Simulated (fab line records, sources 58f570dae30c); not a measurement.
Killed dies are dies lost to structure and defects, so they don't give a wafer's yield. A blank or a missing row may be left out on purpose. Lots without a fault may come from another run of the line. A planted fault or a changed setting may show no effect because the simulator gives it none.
Chamber matching | flow berkeley_cmos170 | UCB170_V2_CMP_02 on cmp-01: 4 sister chambers
The step polishes SiO2. 4 wafers are shown with their chamber, then 8 later ones without.

WAFERS WITH THEIR CHAMBER
wafer  | chamber | motor_current_A (A)
L466.1 | 2       | 16.2
L466.6 | 1       | 16.4
L472.1 | 0       | 14.4
L471.2 | 3       | 17.1

WAFERS WITHOUT THEIR CHAMBER
wafer  | motor_current_A (A)
L471.3 | 17.1
L471.6 | 15.7
L477.1 | 16.5
L477.2 | 16.5
L477.5 | 15.7
L479.2 | 16.3
L479.4 | 14.5
L479.5 | 15.4

WHICH CHAMBER EACH WENT THROUGH
wafer  | from the rows above          | in truth
L471.3 | can't be placed: 3 or 1      | 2
L471.6 | can't be placed: 2 or 1      | 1
L477.1 | can't be placed: 1 or 2 or 3 | 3
L477.2 | can't be placed: 1 or 2 or 3 | 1
L477.5 | can't be placed: 2 or 1      | 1
L479.2 | can't be placed: 1 or 2 or 3 | 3
L479.4 | 0                            | 0
L479.5 | can't be placed: 2 or 1 or 0 | 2
Placed correctly: 1 of 8. Can't be placed from these rows: 7 (the true chamber is among the candidates in 6). Placed wrongly: 0.
How it was worked out, from the rows above alone: a wafer's distance from a chamber is the root of the sum, over the readings, of the square of ((its reading less the chamber's mean) divided by the reading's scatter). The wafer belongs to the nearest chamber; if the next one is less than 2 further off, it can't be placed. A chamber's mean is the mean of its shown wafers. The scatter: with one shown wafer a chamber, the root of the mean of the squares of how far each hidden wafer lies from its nearest shown one.
